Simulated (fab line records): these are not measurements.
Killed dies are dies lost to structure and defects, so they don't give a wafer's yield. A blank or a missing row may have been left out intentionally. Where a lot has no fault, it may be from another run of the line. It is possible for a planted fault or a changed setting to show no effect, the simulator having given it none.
Which tool was responsible? | flow berkeley cmos170 | 14 lots, 42 wafers sampled, at 3 steps of a route of 331

WHAT THE GAUGES READ, wafer by wafer
UCB170_M2_OVL_MEAS_16. Usual: for M2_OVL the level is -2 nm and the standard deviation is 5.4.
lot  | measured     | on         | M2_OVL (nm) | flag
L224 | day 8 13:55  | overlay-01 | -3 -1 -2    |
L227 | day 9 02:43  | overlay-02 | -8 -3 -6    |
L229 | day 9 10:23  | overlay-02 | -1 10 9     |
L228 | day 9 12:07  | overlay-01 | 3 -5 0      |
L232 | day 10 11:04 | overlay-01 | 2 3 0       |
L233 | day 10 12:06 | overlay-02 | -6 -6 -4    |
L231 | day 10 12:13 | overlay-01 | -2 -1 0     |
L235 | day 10 19:03 | overlay-02 | -4 -9 -3    |
L234 | day 10 21:14 | overlay-02 | 6 4 3       |
L239 | day 11 20:31 | overlay-01 | -2 4 5      |
L241 | day 12 04:22 | overlay-02 | -2 -6 -3    |
L240 | day 12 06:52 | overlay-02 | 3 -1 -6     |
L244 | day 12 22:05 | overlay-01 | -8 -10 -2   |
L245 | day 13 07:29 | overlay-01 | -9 0 -6     |

UCB170_M3_RS_MEAS_02: uses a four-point probe to measure. Usual: for M3_AL_RS the level is 0.0322 ohm/sq and the standard deviation is 0.00042.
lot  | measured     | on            | M3_AL_RS (ohm/sq)    | flag
L224 | day 8 17:13  | film metro-02 | 0.0319 0.0318 0.0314 |
L227 | day 9 06:06  | film metro-01 | 0.0321 0.0318 0.0319 |
L229 | day 9 13:49  | film metro-03 | 0.0326 0.0325 0.0326 |
L228 | day 9 15:02  | film metro-01 | 0.0326 0.0325 0.0321 |
L232 | day 10 14:14 | film metro-02 | 0.0320 0.0320 0.0322 |
L233 | day 10 15:23 | film metro-02 | 0.0329 0.0328 0.0323 |
L231 | day 10 15:40 | film metro-01 | 0.0323 0.0325 0.0322 |
L235 | day 10 22:26 | film metro-03 | 0.0317 0.0320 0.0319 |
L234 | day 11 00:11 | film metro-02 | 0.0326 0.0325 0.0326 |
L239 | day 11 23:34 | film metro-02 | 0.0320 0.0316 0.0316 |
L241 | day 12 07:28 | film metro-03 | 0.0320 0.0317 0.0322 |
L240 | day 12 10:01 | film metro-02 | 0.0323 0.0318 0.0320 |
L244 | day 13 01:14 | film metro-03 | 0.0331 0.0326 0.0333 |
L245 | day 13 10:44 | film metro-02 | 0.0322 0.0319 0.0323 |

WHICH TOOL RAN EACH LOT (tool, then ch and the chambers of the sampled wafers, then the start)
lot  | UCB170_M1_STRIP_13
L224 | plasma asher-03 ch 0,1, day 8 05:31
L227 | plasma asher-04 ch 0,1, day 8 19:58
L229 | plasma asher-01 ch 0,1, day 9 04:16
L228 | plasma asher-03 ch 0,1, day 9 04:38
L232 | plasma asher-04 ch 0,1, day 10 03:09
L233 | plasma asher-04 ch 0,1, day 10 03:28
L231 | plasma asher-04 ch 0,1, day 10 04:53
L235 | plasma asher-03 ch 1, day 10 12:05
L234 | plasma asher-01 ch 0,1, day 10 13:19
L239 | plasma asher-04 ch 0,1, day 11 14:13
L241 | plasma asher-03 ch 0,1, day 11 22:18
L240 | plasma asher-01 ch 0,1, day 12 00:05
L244 | plasma asher-01 ch 0,1, day 12 14:41
L245 | plasma asher-04 ch 0,1, day 13 00:48
- UCB170_M1_STRIP_13: strips in O2.

WHAT THE TOOLS THEMSELVES READ (means of the sampled wafers that have a number; where no wafer has one, the mark that the record gives instead)
UCB170_M1_STRIP_13. Usual: drypump motor current A 5.72 A, standard deviation 0.25; oes product au 0.721 a.u., standard deviation 0.0044.
lot  | tool            | drypump motor current A (A) | oes product au (a.u.) | flag
L224 | plasma asher-03 | 5.74                        | 0.715                 |
L227 | plasma asher-04 | 5.62                        | 0.720                 |
L229 | plasma asher-01 | 5.91                        | 0.718                 |
L228 | plasma asher-03 | 5.75                        | 0.725                 |
L232 | plasma asher-04 | 5.64                        | 0.725                 |
L233 | plasma asher-04 | 5.43                        | 0.719                 |
L231 | plasma asher-04 | 5.65                        | 0.724                 |
L235 | plasma asher-03 | 5.82                        | 0.720                 |
L234 | plasma asher-01 | 5.88                        | 0.726                 |
L239 | plasma asher-04 | 5.64                        | 0.719                 |
L241 | plasma asher-03 | 5.78                        | 0.719                 |
L240 | plasma asher-01 | 5.89                        | 0.719                 |
L244 | plasma asher-01 | 5.88                        | 0.720                 |
L245 | plasma asher-04 | 5.64                        | 0.717                 |

THE ANSWER, worked out from the rows above alone
Rule: take the mean of a lot's wafers that have a number; if it is more than 3 standard deviations from the usual mean, the lot is off. A lot without any number at a reading at which 4 lots or more have one is off too. The other lots that the step has rows for count as sound. First the gauges in route order, then the tools' own readings, where a lot's mean is used as printed above. The first step at which some lot is off is used, and at that step the reading that is off furthest; a lot without a number counts as furthest.
None of the lots is off at any reading shown; this tells nothing.

WHAT HAD BEEN PUT IN BY THE SIMULATOR
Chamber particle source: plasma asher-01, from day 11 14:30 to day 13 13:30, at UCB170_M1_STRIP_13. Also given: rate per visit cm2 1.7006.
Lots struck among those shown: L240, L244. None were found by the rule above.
